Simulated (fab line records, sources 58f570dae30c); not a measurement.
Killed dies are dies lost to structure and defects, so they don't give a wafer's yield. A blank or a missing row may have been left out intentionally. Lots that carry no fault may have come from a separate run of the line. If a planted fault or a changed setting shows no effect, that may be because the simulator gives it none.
Which of the tools did it? || flow berkeley_cmos170 || Sampling: 14 lots, 42 wafers, 4 of 331 route steps

== WHAT THE GAUGES SHOWED, per wafer ==
UCB170_M1_CD_MEAS_90 targets a cd of 700 nm.
{"lot": "L500", "measured": "day 8 14:49", "on": "cd_sem-01", "cd_nm (nm)": "699.3 700.0 700.1"}
{"lot": "L501", "measured": "day 9 05:57", "on": "cd_sem-01", "cd_nm (nm)": "698.9 698.0 696.0"}
{"lot": "L503", "measured": "day 9 07:25", "on": "cd_sem-01", "cd_nm (nm)": "696.6 697.1 698.2"}
{"lot": "L502", "measured": "day 9 07:50", "on": "cd_sem-02", "cd_nm (nm)": "687.7 686.3 686.3"}
{"lot": "L507", "measured": "day 9 23:49", "on": "cd_sem-02", "cd_nm (nm)": "686.3 686.8 685.8"}
{"lot": "L512", "measured": "day 11 14:10", "on": "cd_sem-02", "cd_nm (nm)": "702.8 701.4 703.3"}
{"lot": "L514", "measured": "day 11 16:29", "on": "cd_sem-01", "cd_nm (nm)": "700.4 700.2 701.8"}
{"lot": "L515", "measured": "day 11 21:07", "on": "cd_sem-01", "cd_nm (nm)": "701.7 698.5 699.9"}
{"lot": "L518", "measured": "day 13 00:40", "on": "cd_sem-02", "cd_nm (nm)": "698.3 698.2 698.6"}
{"lot": "L522", "measured": "day 13 00:47", "on": "cd_sem-02", "cd_nm (nm)": "701.2 701.4 701.2"}
{"lot": "L519", "measured": "day 13 00:58", "on": "cd_sem-02", "cd_nm (nm)": "699.8 695.9 698.1"}
{"lot": "L520", "measured": "day 13 01:13", "on": "cd_sem-01", "cd_nm (nm)": "701.4 701.5 704.8"}
{"lot": "L521", "measured": "day 13 01:21", "on": "cd_sem-02", "cd_nm (nm)": "700.9 700.7 699.3"}
{"lot": "L523", "measured": "day 13 19:17", "on": "cd_sem-01", "cd_nm (nm)": "701.7 702.0 701.7"}

UCB170_V1_THK_MEAS_04.
{"lot": "L500", "measured": "day 8 16:54", "on": "film_metro-02", "V1_POLISHED_THK (nm)": "1000.5 1000.8 999.8"}
{"lot": "L501", "measured": "day 9 08:02", "on": "film_metro-03", "V1_POLISHED_THK (nm)": "999.3 1000.1 1000.7"}
{"lot": "L503", "measured": "day 9 10:42", "on": "film_metro-02", "V1_POLISHED_THK (nm)": "997.8 1000.2 999.4"}
{"lot": "L502", "measured": "day 9 10:43", "on": "film_metro-01", "V1_POLISHED_THK (nm)": "1000.4 1001.2 1000.8"}
{"lot": "L507", "measured": "day 10 01:54", "on": "film_metro-03", "V1_POLISHED_THK (nm)": "1000.3 1000.3 998.3"}
{"lot": "L512", "measured": "day 11 16:49", "on": "film_metro-01", "V1_POLISHED_THK (nm)": "1000.2 1000.4 1000.8"}
{"lot": "L514", "measured": "day 11 18:34", "on": "film_metro-03", "V1_POLISHED_THK (nm)": "998.0 997.1 999.0"}
{"lot": "L515", "measured": "day 11 23:12", "on": "film_metro-02", "V1_POLISHED_THK (nm)": "998.7 1001.4 1000.7"}
{"lot": "L518", "measured": "day 13 02:43", "on": "film_metro-03", "V1_POLISHED_THK (nm)": "1000.7 998.4 1000.4"}
{"lot": "L522", "measured": "day 13 04:02", "on": "film_metro-03", "V1_POLISHED_THK (nm)": "999.5 998.0 998.8"}
{"lot": "L519", "measured": "day 13 04:02", "on": "film_metro-01", "V1_POLISHED_THK (nm)": "998.0 998.1 999.7"}
{"lot": "L520", "measured": "day 13 04:20", "on": "film_metro-02", "V1_POLISHED_THK (nm)": "999.8 1000.7 1000.2"}
{"lot": "L521", "measured": "day 13 04:20", "on": "film_metro-03", "V1_POLISHED_THK (nm)": "1000.0 1000.0 999.6"}
{"lot": "L523", "measured": "day 13 22:38", "on": "film_metro-03", "V1_POLISHED_THK (nm)": "1000.6 1003.1 1001.1"}

== WHAT TOOL EACH LOT RAN ON (gives the tool, then ch and the chambers of the sampled wafers, and finally the start) ==
{"lot": "L500", "UCB170_M1_METAL_ETCH_12": "rie_metal-02 ch 0,1, day 8 14:35", "UCB170_M1_STRIP_13": "plasma_asher-02 ch 0,1, day 8 14:43"}
{"lot": "L501", "UCB170_M1_METAL_ETCH_12": "rie_metal-02 ch 0, day 9 05:35", "UCB170_M1_STRIP_13": "plasma_asher-01 ch 1, day 9 05:51"}
{"lot": "L503", "UCB170_M1_METAL_ETCH_12": "rie_metal-04 ch 0,1, day 9 07:10", "UCB170_M1_STRIP_13": "plasma_asher-01 ch 0,1, day 9 07:19"}
{"lot": "L502", "UCB170_M1_METAL_ETCH_12": "rie_metal-02 ch 0, day 9 07:29", "UCB170_M1_STRIP_13": "plasma_asher-02 ch 0,1, day 9 07:43"}
{"lot": "L507", "UCB170_M1_METAL_ETCH_12": "rie_metal-02 ch 0, day 9 23:29", "UCB170_M1_STRIP_13": "plasma_asher-03 ch 0,1, day 9 23:42"}
{"lot": "L512", "UCB170_M1_METAL_ETCH_12": "rie_metal-03 ch 0,1, day 11 13:55", "UCB170_M1_STRIP_13": "plasma_asher-03 ch 0,1, day 11 14:04"}
{"lot": "L514", "UCB170_M1_METAL_ETCH_12": "rie_metal-04 ch 0,1, day 11 16:14", "UCB170_M1_STRIP_13": "plasma_asher-03 ch 0,1, day 11 16:23"}
{"lot": "L515", "UCB170_M1_METAL_ETCH_12": "rie_metal-03 ch 0, day 11 20:53", "UCB170_M1_STRIP_13": "plasma_asher-02 ch 0,1, day 11 21:01"}
{"lot": "L518", "UCB170_M1_METAL_ETCH_12": "rie_metal-02 ch 0,1, day 13 00:25", "UCB170_M1_STRIP_13": "plasma_asher-03 ch 0,1, day 13 00:32"}
{"lot": "L522", "UCB170_M1_METAL_ETCH_12": "rie_metal-04 ch 0,1, day 13 00:33", "UCB170_M1_STRIP_13": "plasma_asher-01 ch 0,1, day 13 00:41"}
{"lot": "L519", "UCB170_M1_METAL_ETCH_12": "rie_metal-03 ch 0,1, day 13 00:44", "UCB170_M1_STRIP_13": "plasma_asher-02 ch 0,1, day 13 00:52"}
{"lot": "L520", "UCB170_M1_METAL_ETCH_12": "rie_metal-02 ch 0,1, day 13 00:58", "UCB170_M1_STRIP_13": "plasma_asher-03 ch 0,1, day 13 01:07"}
{"lot": "L521", "UCB170_M1_METAL_ETCH_12": "rie_metal-04 ch 0,1, day 13 01:05", "UCB170_M1_STRIP_13": "plasma_asher-01 ch 0,1, day 13 01:14"}
{"lot": "L523", "UCB170_M1_METAL_ETCH_12": "rie_metal-02 ch 0,1, day 13 19:03", "UCB170_M1_STRIP_13": "plasma_asher-01 ch 0,1, day 13 19:11"}
- UCB170_M1_METAL_ETCH_12: etches Al in Cl2/BCl3, stops on PSG, target depth 780 nm, time 130 s.
- UCB170_M1_STRIP_13: strips in O2.

== WHAT THE TOOLS THEMSELVES READ (means of the sampled wafers that have a number; where no wafer has one, the mark that the record gives instead) ==
UCB170_M1_METAL_ETCH_12.
{"lot": "L500", "tool": "rie_metal-02", "drypump_motor_current_A (A)": 5.6, "oes_product_au (a.u.)": 0.868, "throttle_valve_pct (%)": 24.25}
{"lot": "L501", "tool": "rie_metal-02", "drypump_motor_current_A (A)": 5.9, "oes_product_au (a.u.)": 0.858, "throttle_valve_pct (%)": 24.34}
{"lot": "L503", "tool": "rie_metal-04", "drypump_motor_current_A (A)": 6.4, "oes_product_au (a.u.)": 0.856, "throttle_valve_pct (%)": 24.28}
{"lot": "L502", "tool": "rie_metal-02", "drypump_motor_current_A (A)": 5.9, "oes_product_au (a.u.)": 0.728, "throttle_valve_pct (%)": 24.41}
{"lot": "L507", "tool": "rie_metal-02", "drypump_motor_current_A (A)": 5.9, "oes_product_au (a.u.)": 0.725, "throttle_valve_pct (%)": 24.41}
{"lot": "L512", "tool": "rie_metal-03", "drypump_motor_current_A (A)": 5.5, "oes_product_au (a.u.)": 0.857, "throttle_valve_pct (%)": 24.62}
{"lot": "L514", "tool": "rie_metal-04", "drypump_motor_current_A (A)": 6.3, "oes_product_au (a.u.)": 0.851, "throttle_valve_pct (%)": 24.29}
{"lot": "L515", "tool": "rie_metal-03", "drypump_motor_current_A (A)": 5.3, "oes_product_au (a.u.)": 0.862, "throttle_valve_pct (%)": 24.63}
{"lot": "L518", "tool": "rie_metal-02", "drypump_motor_current_A (A)": 5.6, "oes_product_au (a.u.)": 0.846, "throttle_valve_pct (%)": 24.36}
{"lot": "L522", "tool": "rie_metal-04", "drypump_motor_current_A (A)": 6.4, "oes_product_au (a.u.)": 0.852, "throttle_valve_pct (%)": 24.30}
{"lot": "L519", "tool": "rie_metal-03", "drypump_motor_current_A (A)": 5.8, "oes_product_au (a.u.)": 0.846, "throttle_valve_pct (%)": 24.61}
{"lot": "L520", "tool": "rie_metal-02", "drypump_motor_current_A (A)": 5.6, "oes_product_au (a.u.)": 0.850, "throttle_valve_pct (%)": 24.36}
{"lot": "L521", "tool": "rie_metal-04", "drypump_motor_current_A (A)": 6.5, "oes_product_au (a.u.)": 0.853, "throttle_valve_pct (%)": 24.29}
{"lot": "L523", "tool": "rie_metal-02", "drypump_motor_current_A (A)": 5.3, "oes_product_au (a.u.)": 0.855, "throttle_valve_pct (%)": 24.22}

UCB170_M1_STRIP_13.
{"lot": "L500", "tool": "plasma_asher-02", "drypump_motor_current_A (A)": 5.3, "oes_product_au (a.u.)": 0.716}
{"lot": "L501", "tool": "plasma_asher-01", "drypump_motor_current_A (A)": 6.0, "oes_product_au (a.u.)": 0.717}
{"lot": "L503", "tool": "plasma_asher-01", "drypump_motor_current_A (A)": 6.0, "oes_product_au (a.u.)": 0.719}
{"lot": "L502", "tool": "plasma_asher-02", "drypump_motor_current_A (A)": 5.3, "oes_product_au (a.u.)": 0.614}
{"lot": "L507", "tool": "plasma_asher-03", "drypump_motor_current_A (A)": 5.7, "oes_product_au (a.u.)": 0.601}
{"lot": "L512", "tool": "plasma_asher-03", "drypump_motor_current_A (A)": 5.7, "oes_product_au (a.u.)": 0.715}
{"lot": "L514", "tool": "plasma_asher-03", "drypump_motor_current_A (A)": 5.7, "oes_product_au (a.u.)": 0.717}
{"lot": "L515", "tool": "plasma_asher-02", "drypump_motor_current_A (A)": 5.5, "oes_product_au (a.u.)": 0.722}
{"lot": "L518", "tool": "plasma_asher-03", "drypump_motor_current_A (A)": 5.3, "oes_product_au (a.u.)": 0.720}
{"lot": "L522", "tool": "plasma_asher-01", "drypump_motor_current_A (A)": 6.1, "oes_product_au (a.u.)": 0.721}
{"lot": "L519", "tool": "plasma_asher-02", "drypump_motor_current_A (A)": 5.3, "oes_product_au (a.u.)": 0.721}
{"lot": "L520", "tool": "plasma_asher-03", "drypump_motor_current_A (A)": 5.3, "oes_product_au (a.u.)": 0.718}
{"lot": "L521", "tool": "plasma_asher-01", "drypump_motor_current_A (A)": 6.1, "oes_product_au (a.u.)": 0.718}
{"lot": "L523", "tool": "plasma_asher-01", "drypump_motor_current_A (A)": 6.1, "oes_product_au (a.u.)": 0.720}

== THE ANSWER, worked out from the rows above alone ==
Rule: the lots themselves supply what counts as usual. Put in order of their means at a reading, lots are off if they are a third of the lots or fewer, leave a main group of 4 or more, and stand apart from it by a gap of 3 or more times the standard deviation of the main group's means; of several such gaps the widest counts. The tables above print the reading to a certain number of digits; a main group whose means all agree to those digits is not used. A lot without any number at a reading at which 4 lots or more have one is off too. The other lots that the step has rows for count as sound. The gauges are gone through in route order, then the tools' own readings, and for those a lot's mean is taken as printed above. At the first step where some lot is off, the reading lying furthest off is the one used; lots without a number count as furthest.
Off, at UCB170_M1_CD_MEAS_90 on cd_nm: L502, L507. Mean 700.0 nm and standard deviation 1.8 in the main group.
A tool fits if, at a process step before that reading, it ran every lot that is off, and no sound lot after the first of them. Not tried: the gauges at UCB170_M1_CD_MEAS_90; whatever is off there is also off at UCB170_M1_METAL_ETCH_12, on other tools, and gauge error can't account for it. Of those tried, none fits.

== WHAT HAD BEEN PUT IN BY THE SIMULATOR ==
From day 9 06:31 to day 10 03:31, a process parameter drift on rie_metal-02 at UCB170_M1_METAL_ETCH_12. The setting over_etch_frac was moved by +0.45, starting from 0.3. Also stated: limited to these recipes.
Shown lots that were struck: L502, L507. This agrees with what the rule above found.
